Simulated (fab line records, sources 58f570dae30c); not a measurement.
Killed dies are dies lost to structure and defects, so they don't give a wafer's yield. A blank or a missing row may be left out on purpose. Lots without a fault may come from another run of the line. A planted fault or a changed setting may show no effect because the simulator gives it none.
fab line records | flow berkeley_cmos170 | part 1 of 2: steps 1 to 42 of 44
record lots=6 wafers=18 last_day=11
route steps=331 shown V1@260 M2@271 V2@292 M3@331
lots that met no fault: from a run of the same line without faults
start_h: hours from the record's first day to the start of the lot's first wafer shown | wait_h: hours since the lot's step before | " the same as in the row above | L1.1+2: a row that stands for several wafers | - no value, or no start given | * or withheld: withheld | < > ~ a bound
route shown NAME@n: a module of which the file shows steps, and the number in the route of the first | usual: mean/standard deviation of fault-free wafers | same: alike in all rows | chamber/n: place in a boat | sites: the reading at each site | _std_site: their standard deviation | _edge_site: outer sites' mean less inner sites' | radius_mm: how far each site lies from the wafer's centre | mask NAME#n: copy n | behind: the tool/chamber that last shaped the wafer | hold: why the lot was held/for how many hours/how that ended | device: the transistor (n, p or np) that didn't switch | end of line: the same wafers' tests at the end of the route | a step without rows: its recipe alone | killed: dies lost to structure and defects at the first sort, not the wafer's yield | map: a wafer's dies, x killed, . not, _ none there
set.NAME: the setting as run; set.NAME@STEP: as run at that earlier step | model.NAME: the simulator's own value behind a step, which no gauge read
lots at some steps of the route; a table a step, a row a wafer
services: from which hour (start_h, from the record's first day; less than 0 if before it) a tool's chamber was out of use, for how many hours, and why
## steps
# step UCB170_V1_HMDS_06
# recipe prime_time_s=60 prime_temp_c=100
# step UCB170_V1_COAT_07
# recipe resist=KrF spin_rpm=1500 resist_thk_nm=900
# step UCB170_V1_SOFTBAKE_08
# recipe resist=KrF temp_c=130 time_s=60
# step UCB170_V1_EXPOSE_09
# recipe mask_id=VIA1 target_cd_nm=700 na=0.5 sigma_outer=0.6 source_shape=conventional dose_mj=37
# step UCB170_V1_PEB_10
# recipe peb_temp_c=130 peb_time_s=withheld resist=KrF
# step UCB170_V1_DEVELOP_11
# recipe developer=TMAH develop_time_s=45 resist=KrF dev_temp_c=21
# step UCB170_V1_CD_MEAS_12
# recipe target_cd_nm=700
# usual cd_nm=700.3/1.4
# columns lot.wafer tool chamber start_h wait_h cd_nm
L295.3 cd_sem-02 - 152.54 - 700.5
L295.4 " - " " 699.5
L295.6 " - " " 699.7
L299.1 cd_sem-01 - 181.28 - 703.6
L299.4 " - " " 702.2
L299.5 " - " " 701.9
L304.1 cd_sem-02 - 199.06 - 699.1
L304.3 " - " " 698.0
L304.5 " - " " 698.7
L306.1 cd_sem-01 - 222.65 - 698.4
L306.2 " - " " 699.7
L306.4 " - " " 698.9
L311.1 cd_sem-02 - 252.67 - 700.7
L311.2 " - " " 702.3
L311.6 " - " " 700.6
L314.3 cd_sem-01 - 255.37 - 700.6
L314.4 " - " " 699.8
L314.5 " - " " 700.5
# step UCB170_V1_OVL_MEAS_13
# usual V1_OVL=3/4.6
# columns lot.wafer tool chamber start_h wait_h V1_OVL[nm]
L295.3 overlay-01 - 152.63 0.1 15
L295.4 " - " " 6
L295.6 " - " " 3
L299.1 overlay-01 - 181.40 0.1 4
L299.4 " - " " -7
L299.5 " - " " -5
L304.1 overlay-02 - 199.18 0.1 10
L304.3 " - " " 14
L304.5 " - " " 6
L306.1 overlay-01 - 222.77 0.1 3
L306.2 " - " " -5
L306.4 " - " " -3
L311.1 overlay-02 - 252.79 0.1 5
L311.2 " - " " 3
L311.6 " - " " 6
L314.3 overlay-02 - 255.46 0.1 0
L314.4 " - " " 9
L314.5 " - " " -3
# step UCB170_V1_ETCH_14
# recipe chemistry=CHF3/CF4/Ar target=SiO2 stop_on=Al CHF3_flow_sccm=45 cf4_flow_sccm=15 Ar_flow_sccm=150 pressure_mtorr=200 rf_w=700 target_depth_a=12500 over_etch_frac=0.25 time_s=291
# step UCB170_V1_STRIP_15
# recipe chemistry=O2 power_w=400 pressure_mtorr=3500 platen_temp_c=withheld o2_flow_sccm=400 overash_fraction=0.5
# usual drypump_motor_current_A=5.8/0.57 oes_product_au=0.722/0.0046 strip_time_to_endpoint_s=15.34/0.097
# columns lot.wafer tool chamber start_h wait_h drypump_motor_current_A oes_product_au rf_hours_counter_h strip_time_to_endpoint_s
L295.3 plasma_asher-03 1 152.87 0.1 5.9 0.717 - 15.32
L295.4 " 0 " " 5.7 0.725 - 15.24
L295.6 " 0 " " 5.7 0.713 - 15.33
L299.1 plasma_asher-03 0 181.61 0.1 5.7 0.723 5 15.26
L299.4 " 1 " " 5.9 0.720 - 15.20
L299.5 " 1 " " 5.9 0.734 - 15.24
L304.1 plasma_asher-03 0 199.39 0.1 5.7 0.721 6 15.27
L304.3 " 1 " " 6.0 0.725 - 15.37
L304.5 " 0 " " 5.6 0.718 - 15.40
L306.1 plasma_asher-02 0 222.99 0.1 5.6 0.718 48 15.38
L306.2 " 1 " " 6.8 0.726 48 15.33
L306.4 " 1 " " 6.8 0.718 - 15.28
L311.1 plasma_asher-02 1 253.00 0.1 6.8 0.726 51 15.42
L311.2 " 0 " " 5.7 0.723 51 15.35
L311.6 " 0 " " 5.7 0.720 - 15.41
L314.3 plasma_asher-03 1 255.70 0.1 5.9 0.727 - 15.34
L314.4 " 0 " " 5.7 0.728 - 15.45
L314.5 " 1 " " 5.9 0.714 - 15.29
# step UCB170_V1_CD_MEAS_90
# recipe target_cd_nm=700
# usual cd_nm=700.5/1.3
# columns lot.wafer tool chamber start_h wait_h cd_nm
L295.3 cd_sem-01 - 152.98 0.1 700.4
L295.4 " - " " 698.6
L295.6 " - " " 699.5
L299.1 cd_sem-01 - 181.71 0.1 703.5
L299.4 " - " " 702.3
L299.5 " - " " 701.8
L304.1 cd_sem-01 - 199.49 0.1 699.8
L304.3 " - " " 699.4
L304.5 " - " " 700.8
L306.1 cd_sem-02 - 223.09 0.1 698.0
L306.2 " - " " 700.6
L306.4 " - " " 698.9
L311.1 cd_sem-02 - 253.10 0.1 700.8
L311.2 " - " " 703.5
L311.6 " - " " 701.1
L314.3 cd_sem-01 - 255.80 0.1 700.2
L314.4 " - " " 699.5
L314.5 " - " " 700.4
# step UCB170_M2_PRE_CLEAN_00
# recipe gas=Ar preclean_etch_time_s=60
# step UCB170_M2_SPUTTER_01
# recipe material=Al target_thk_nm=900 time_s=120 power_w=6000 chamber_pressure_pa=0.5
# usual throttle_valve_pct=30.0/1.3
# columns lot.wafer tool chamber start_h wait_h throttle_valve_pct model.Al_of_M2_SPUTTER_01.thk_nm
L295.3 pvd_sputter-01 - 153.12 0.0 27.6 900.2
L295.4 " - " " 30.3 899.8
L295.6 " - " " 30.8 902.9
L299.1 pvd_sputter-04 - 181.90 0.0 27.9 902.3
L299.4 " - " " 30.2 903.5
L299.5 " - " " 30.5 904.1
L304.1 pvd_sputter-01 - 199.68 0.0 30.4 819.2
L304.3 " - " " 30.8 811.7
L304.5 " - " " 30.8 819.2
L306.1 pvd_sputter-01 - 223.27 0.0 27.7 819.3
L306.2 " - " " 30.5 809.8
L306.4 " - " " 30.9 813.4
L311.1 pvd_sputter-03 - 253.29 0.0 29.8 912.3
L311.2 " - " " 30.4 915.5
L311.6 " - " " 31.9 903.6
L314.3 pvd_sputter-03 - 255.95 0.0 32.0 905.7
L314.4 " - " " 31.3 904.8
L314.5 " - " " 29.8 910.9
# step UCB170_M2_RS_MEAS_02
# recipe thk_meas_gauge=four-point-probe reads=Al_of_M2_SPUTTER_01
# usual M2_AL_RS=0.03207/0.00022
# columns lot.wafer tool chamber start_h wait_h M2_AL_RS[ohm/sq]
L295.3 film_metro-04 - 153.25 0.1 0.03218
L295.4 " - " " 0.03218
L295.6 " - " " 0.03201
L299.1 film_metro-01 - 181.98 0.0 0.03208
L299.4 " - " " 0.03205
L299.5 " - " " 0.03196
L304.1 film_metro-01 - 199.76 0.0 0.0354
L304.3 " - " " 0.03567
L304.5 " - " " 0.03536
L306.1 film_metro-04 - 223.36 0.0 0.03535
L306.2 " - " " 0.0357
L306.4 " - " " 0.03555
L311.1 film_metro-04 - 253.37 0.0 0.0317
L311.2 " - " " 0.03153
L311.6 " - " " 0.03205
L314.3 film_metro-04 - 256.07 0.1 0.03199
L314.4 " - " " 0.03192
L314.5 " - " " 0.03169
# step UCB170_M2_THK_MEAS_03
# recipe thk_meas_gauge=xrf reads=Al_of_M2_SPUTTER_01
# usual M2_AL_THK=885/8.4
# columns lot.wafer tool chamber start_h wait_h M2_AL_THK[nm]
L295.3 film_metro-04 - 153.35 0.1 882
L295.4 " - " " 885
L295.6 " - " " 882
L299.1 film_metro-01 - 182.10 0.1 884
L299.4 " - " " 889
L299.5 " - " " 885
L304.1 film_metro-01 - 199.88 0.1 812
L304.3 " - " " 804
L304.5 " - " " 814
L306.1 film_metro-04 - 223.48 0.1 804
L306.2 " - " " 789
L306.4 " - " " 798
L311.1 film_metro-04 - 253.49 0.1 885
L311.2 " - " " 888
L311.6 " - " " 880
L314.3 film_metro-04 - 256.17 0.1 883
L314.4 " - " " 872
L314.5 " - " " 884
# step UCB170_M2_HMDS_04
# recipe prime_time_s=60 prime_temp_c=100
# step UCB170_M2_COAT_05
# recipe resist=KrF spin_rpm=1510 resist_thk_nm=900
# step UCB170_M2_SOFTBAKE_06
# recipe resist=KrF temp_c=130 time_s=60
# step UCB170_M2_STRIP_07
# recipe chemistry=O2 power_w=400 pressure_mtorr=3500 platen_temp_c=withheld o2_flow_sccm=400 overash_fraction=0.5
# step UCB170_M2_STRIP_08
# recipe chemistry=DMSO temp_c=80 time_s=600 material=KrF
# step UCB170_M2_COAT_09
# recipe resist=BARC temp_c=withheld time_s=withheld spin_rpm=3000 resist_thk_nm=withheld
# step UCB170_M2_COAT_10
# recipe resist=KrF spin_rpm=1500 resist_thk_nm=900
# step UCB170_M2_SOFTBAKE_11
# recipe resist=KrF temp_c=130 time_s=60
# step UCB170_M2_EXPOSE_12
# recipe mask_id=METAL2 target_cd_nm=700 na=0.5 sigma_outer=0.6 source_shape=conventional dose_mj=26
# step UCB170_M2_PEB_13
# recipe peb_temp_c=130 peb_time_s=withheld resist=KrF
# step UCB170_M2_DEVELOP_14
# recipe developer=TMAH develop_time_s=45 resist=KrF dev_temp_c=21
# step UCB170_M2_CD_MEAS_15
# recipe target_cd_nm=700
# usual cd_nm=699.8/1.4
# columns lot.wafer tool chamber start_h wait_h cd_nm
L295.3 cd_sem-01 - 156.44 - 698.0
L295.4 " - " " 699.1
L295.6 " - " " 700.3
L299.1 cd_sem-02 - 184.03 - 699.0
L299.4 " - " " 699.4
L299.5 " - " " 700.1
L304.1 cd_sem-02 - 201.85 - 698.1
L304.3 " - " " 699.0
L304.5 " - " " 698.4
L306.1 cd_sem-01 - 225.38 - 701.8
L306.2 " - " " 702.9
L306.4 " - " " 700.4
L311.1 cd_sem-02 - 255.14 - 701.8
L311.2 " - " " 701.2
L311.6 " - " " 700.4
L314.3 cd_sem-02 - 257.94 - 699.3
L314.4 " - " " 698.4
L314.5 " - " " 699.8
# step UCB170_M2_OVL_MEAS_16
# usual M2_OVL=0/4.4
# columns lot.wafer tool chamber start_h wait_h M2_OVL[nm]
L295.3 overlay-01 - 156.53 0.1 -8
L295.4 " - " " -3
L295.6 " - " " -13
L299.1 overlay-02 - 184.15 0.1 0
L299.4 " - " " -7
L299.5 " - " " -1
L304.1 overlay-02 - 201.97 0.1 0
L304.3 " - " " 2
L304.5 " - " " -6
L306.1 overlay-02 - 225.50 0.1 5
L306.2 " - " " 7
L306.4 " - " " 6
L311.1 overlay-01 - 255.26 0.1 3
L311.2 " - " " 0
L311.6 " - " " 7
L314.3 overlay-01 - 258.04 0.1 0
L314.4 " - " " 3
L314.5 " - " " 6
# step UCB170_M2_ETCH_17
# recipe chemistry=N2/H2 target_depth_a=withheld overetch_a=withheld target=BARC time_s=withheld source_w=500 bias_w=100 pressure_mtorr=30 n2_flow_sccm=100 h2_flow_sccm=200
# usual drypump_motor_current_A=5.7/0.35 h2_flow_sccm=199.9/0.55 oes_product_au=1.004/0.018 throttle_valve_pct=13.30/0.12
# columns lot.wafer tool chamber start_h wait_h drypump_motor_current_A h2_flow_sccm oes_product_au throttle_valve_pct
L295.3 rie_diel-02 0 156.56 0.0 5.6 200.1 0.984 13.22
L295.4 " 1 " " 5.3 200.3 1.003 13.14
L295.6 " 2 " " 5.5 200.3 1.038 13.18
L299.1 rie_diel-04 1 184.19 0.0 4.9 199.3 0.997 13.35
L299.4 " 2 " " 5.3 199.7 0.972 13.44
L299.5 " 0 " " 5.7 199.5 1.009 13.49
L304.1 rie_diel-01 1 202.01 0.0 6.2 199.4 1.024 13.33
L304.3 " 3 " " 5.8 200.4 1.027 13.10
L304.5 " 3 " " 5.8 200.4 1.017 13.11
L306.1 rie_diel-01 1 225.54 0.0 6.2 199.5 1.031 13.35
L306.2 " 2 " " 5.8 199.9 1.007 13.25
L306.4 " 0 " " 5.9 199.3 0.997 13.36
L311.1 rie_diel-01 2 255.29 0.0 5.9 199.9 1.014 13.24
L311.2 " 0 " " 5.9 199.8 1.017 13.35
L311.6 " 1 " " 6.2 198.8 1.031 13.34
L314.3 rie_diel-04 0 258.06 0.0 5.7 198.4 1.010 13.47
L314.4 " 2 " " 5.3 200.0 0.971 13.44
L314.5 " 0 " " 5.7 198.9 1.017 13.48
# step UCB170_M2_METAL_ETCH_18
# recipe chemistry=Cl2/BCl3 target=Al stop_on=SiO2 pressure_mtorr=12 target_depth_a=11700 over_etch_frac=0.2838 time_s=195 icp_w=600 bias_w=120 Cl2_flow_sccm=90 bcl3_flow_sccm=45
# usual drypump_motor_current_A=5.9/0.4 oes_product_au=0.854/0.014 throttle_valve_pct=24.31/0.29
# same over_etch_frac=0.2838
# columns lot.wafer tool chamber start_h wait_h drypump_motor_current_A oes_product_au rf_hours_counter_h throttle_valve_pct
L295.3 rie_metal-02 0 156.72 - 5.7 0.845 - 24.86
L295.4 " 0 " " 5.7 0.845 - 24.88
L295.6 " 0 " " 5.7 0.843 - 24.88
L299.1 rie_metal-01 0 184.23 - 5.2 0.841 12.3 24.21
L299.4 " 0 " " 5.2 0.841 - 24.21
L299.5 " 0 " " 5.3 0.846 - 24.20
L304.1 rie_metal-01 0 202.05 - 5.2 0.795 12.9 24.24
L304.3 " 0 " " 5.3 0.796 - 24.23
L304.5 " 0 " " 5.3 0.800 - 24.21
L306.1 rie_metal-01 0 225.58 - 5.2 0.795 13.5 24.23
L306.2 " 1 " " 6.2 0.801 10.0 24.13
L306.4 " 1 " " 6.2 0.795 - 24.12
L311.1 rie_metal-01 0 255.34 - 5.2 0.855 14.3 24.21
L311.2 " 1 " " 6.3 0.841 11.3 24.10
L311.6 " 1 " " 6.3 0.838 - 24.10
L314.3 rie_metal-04 0 258.16 - 6.1 0.879 - 23.99
L314.4 " 1 " " 5.5 0.873 - 24.45
L314.5 " 0 " " 6.1 0.879 - 23.98
# step UCB170_M2_STRIP_19
# recipe chemistry=O2 power_w=400 pressure_mtorr=3500 platen_temp_c=withheld o2_flow_sccm=400 overash_fraction=0.5
# usual drypump_motor_current_A=5.4/0.36 oes_product_au=0.556/0.013
# columns lot.wafer tool chamber start_h wait_h drypump_motor_current_A oes_product_au rf_hours_counter_h
L295.3 plasma_asher-04 0 157.01 0.2 5.4 0.570 -
L295.4 " 1 " " 5.5 0.568 -
L295.6 " 0 " " 5.4 0.553 -
L299.1 plasma_asher-04 0 184.42 0.1 5.4 0.542 53
L299.4 " 0 " " 5.4 0.561 -
L299.5 " 1 " " 5.6 0.550 -
L304.1 plasma_asher-03 1 202.24 0.1 5.9 0.545 7
L304.3 " 0 " " 5.7 0.543 -
L304.5 " 0 " " 5.7 0.551 -
L306.1 plasma_asher-01 0 225.77 0.1 5.4 0.530 55
L306.2 " 1 " " 4.9 0.568 55
L306.4 " 0 " " 5.4 0.566 -
L311.1 plasma_asher-01 1 255.52 0.1 4.9 0.541 58
L311.2 " 0 " " 5.4 0.567 58
L311.6 " 1 " " 4.9 0.570 -
L314.3 plasma_asher-01 0 258.32 0.1 5.4 0.565 -
L314.4 " 1 " " 4.9 0.545 -
L314.5 " 0 " " 5.4 0.560 -
# step UCB170_M2_CD_MEAS_90
# recipe target_cd_nm=700
# usual cd_nm=701/3.4
# columns lot.wafer tool chamber start_h wait_h cd_nm
L295.3 cd_sem-02 - 157.20 0.2 701
L295.4 " - " " 702
L295.6 " - " " 704
L299.1 cd_sem-01 - 184.52 0.1 700
L299.4 " - " " 700
L299.5 " - " " 699
L304.1 cd_sem-02 - 202.34 0.1 699
L304.3 " - " " 698
L304.5 " - " " 700
L306.1 cd_sem-01 - 225.87 0.1 701
L306.2 " - " " 707
L306.4 " - " " 704
L311.1 cd_sem-01 - 255.62 0.1 701
L311.2 " - " " 705
L311.6 " - " " 706
L314.3 cd_sem-01 - 258.43 0.1 701
L314.4 " - " " 697
L314.5 " - " " 702
# step UCB170_V2_CVD_00
# recipe material=SiO2 target_thk_nm=2000 temp_c=390 precursor=TEOS/O2 time_s=250 rf_w=550 pressure_mtorr=9000
# usual heater_power_w=274/56
# columns lot.wafer tool chamber start_h wait_h heater_power_w
L295.3 pecvd-04 0 157.28 0.1 232
L295.4 " 1 " " 382
L295.6 " 0 " " 305
L299.1 pecvd-02 0 184.64 0.1 346
L299.4 " 2 " " 229
L299.5 " 1 " " 319
L304.1 pecvd-04 0 202.46 0.1 231
L304.3 " 1 " " 376
L304.5 " 2 " " 307
L306.1 pecvd-02 1 225.99 0.1 303
L306.2 " 2 " " 305
L306.4 " 0 " " 301
L311.1 pecvd-04 1 255.74 0.1 355
L311.2 " 2 " " 229
L311.6 " 1 " " 274
L314.3 pecvd-02 0 258.51 0.1 347
L314.4 " 2 " " 211
L314.5 " 1 " " 298
# step UCB170_V2_THK_MEAS_01
# recipe reads=SiO2_of_V2_CVD_00
# usual V2_TEOS_THK=1997/25
# columns lot.wafer tool chamber start_h wait_h V2_TEOS_THK[nm]
L295.3 film_metro-02 - 157.45 0.1 1957
L295.4 " - " " 2017
L295.6 " - " " 1994
L299.1 film_metro-03 - 184.79 0.1 1974
L299.4 " - " " 2036
L299.5 " - " " 2012
L304.1 film_metro-02 - 202.61 0.1 2013
L304.3 " - " " 2022
L304.5 " - " " 2049
L306.1 film_metro-03 - 226.14 0.1 2014
L306.2 " - " " 2013
L306.4 " - " " 2039
L311.1 film_metro-01 - 255.90 0.1 1985
L311.2 " - " " 1982
L311.6 " - " " 2009
L314.3 film_metro-03 - 258.69 0.1 1950
L314.4 " - " " 1996
L314.5 " - " " 2012
# step UCB170_V2_CMP_02
# recipe material=SiO2 down_force_psi=6 platen_rpm=60 pad_velocity_m_s=0.75398
# usual motor_current_A=16.6/1.6 platen_rpm=60.00/0.041 retaining_ring_pressure_frac=1.000/0.0051 slurry_filter_dp_kPa=13.48/0.15
# columns lot.wafer tool chamber start_h wait_h motor_current_A platen_rpm retaining_ring_pressure_frac slurry_filter_dp_kPa
L295.4 cmp-01 3 157.54 0.1 13.7 59.96 1.000 13.37
L295.3 " 1 " " 15.7 60.03 0.995 13.60
L295.6 " 3 " " 14.0 60.00 0.998 13.37
L299.4 cmp-01 3 184.85 0.0 14.7 60.01 0.998 13.17
L299.1 " 0 " " 15.1 59.99 0.997 13.58
L299.5 " 3 " " 14.9 60.09 1.002 13.66
L304.1 cmp-02 3 202.67 0.1 18.2 60.05 1.007 13.04
L304.3 " 2 " " 15.4 60.04 1.000 13.46
L304.5 " 0 " " 18.7 60.00 1.001 13.71
L306.2 cmp-01 0 226.20 0.0 14.7 60.07 1.009 13.35
L306.1 " 1 " " 15.9 60.02 1.002 13.70
L306.4 " 3 " " 14.4 59.97 1.007 13.64
L311.1 cmp-01 3 256.01 0.1 15.2 60.02 0.992 13.65
L311.2 " 0 " " 15.1 59.97 1.000 13.62
L311.6 " 2 " " 17.6 60.05 1.000 13.40
L314.4 cmp-01 2 258.73 0.0 16.3 59.98 1.002 13.56
L314.3 " 3 " " 15.0 59.97 1.010 13.60
L314.5 " 3 " " 15.0 60.09 1.014 13.36
# step UCB170_V2_BOW_MEAS_03
# recipe mode=bow
# usual V2_BOW=37/7.7
# columns lot.wafer tool chamber start_h wait_h V2_BOW[um]
L295.3 film_metro-03 - 157.83 0.1 32
L295.4 " - " " 47
L295.6 " - " " 40
L299.1 film_metro-01 - 185.15 0.2 50
L299.4 " - " " 52
L299.5 " - " " 44
L304.1 film_metro-01 - 202.97 0.2 52
L304.3 " - " " 40
L304.5 " - " " 36
L306.1 film_metro-02 - 226.50 0.2 33
L306.2 " - " " 23
L306.4 " - " " 44
L311.1 film_metro-02 - 256.26 0.2 32
L311.2 " - " " 38
L311.6 " - " " 35
L314.3 film_metro-01 - 259.07 0.2 27
L314.4 " - " " 30
L314.5 " - " " 34
# step UCB170_V2_THK_MEAS_04
# recipe reads=SiO2_of_V2_CVD_00
# usual V2_POLISHED_THK=999.8/0.96
# columns lot.wafer tool chamber start_h wait_h V2_POLISHED_THK[nm]
L295.3 film_metro-03 - 157.93 0.1 1001.1
L295.4 " - " " 1000.7
L295.6 " - " " 998.3
L299.1 film_metro-01 - 185.27 0.1 999.9
L299.4 " - " " 1000.6
L299.5 " - " " 999.5
L304.1 film_metro-01 - 203.09 0.1 1000.3
L304.3 " - " " 1000.0
L304.5 " - " " 999.6
L306.1 film_metro-02 - 226.62 0.1 1000.9
L306.2 " - " " 998.8
L306.4 " - " " 1001.1
L311.1 film_metro-02 - 256.38 0.1 1000.0
L311.2 " - " " 999.4
L311.6 " - " " 999.7
L314.3 film_metro-01 - 259.17 0.1 999.5
L314.4 " - " " 999.6
L314.5 " - " " 1001.3
# step UCB170_V2_CLEAN_05
# recipe chemistry=DIW
# step UCB170_V2_HMDS_06
# recipe prime_time_s=60 prime_temp_c=100
# step UCB170_V2_COAT_07
# recipe resist=KrF spin_rpm=1500 resist_thk_nm=900
# step UCB170_V2_SOFTBAKE_08
# recipe resist=KrF temp_c=130 time_s=60
# step UCB170_V2_EXPOSE_09
# recipe mask_id=VIA2 target_cd_nm=700 na=0.5 sigma_outer=0.6 source_shape=conventional dose_mj=37
## key
first_sign step=UCB170_M2_RS_MEAS_02 reading=M2_AL_RS direction=up sigmas=16 usual=0.03207 struck=0.0355
effect step=UCB170_M2_THK_MEAS_03 reading=M2_AL_THK direction=down sigmas=9.6 usual=885 struck=804
effect step=UCB170_M2_METAL_ETCH_18 reading=oes_product_au direction=down sigmas=4.1 usual=0.854 struck=0.797
model_effect step=UCB170_M2_SPUTTER_01 value=Al_of_M2_SPUTTER_01.thk_nm without=909.1 struck=815.4
model_effect step=UCB170_V2_ETCH_14 value=Al_of_M2_SPUTTER_01.thk_nm without=905.2 struck=811.6
met_at UCB170_M2_SPUTTER_01
struck_wafers L304.1,L304.3,L304.5,L306.1,L306.2,L306.4
onset_between 153.12 199.68
fault kind=process_parameter_drift tool=pvd_sputter-01 chamber=- onset_h=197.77 steps=UCB170_M2_SPUTTER_01 channel=target_thk_nm offset=-93.662 shape=step end_h=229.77 acts_in=these_recipes_only stated=900
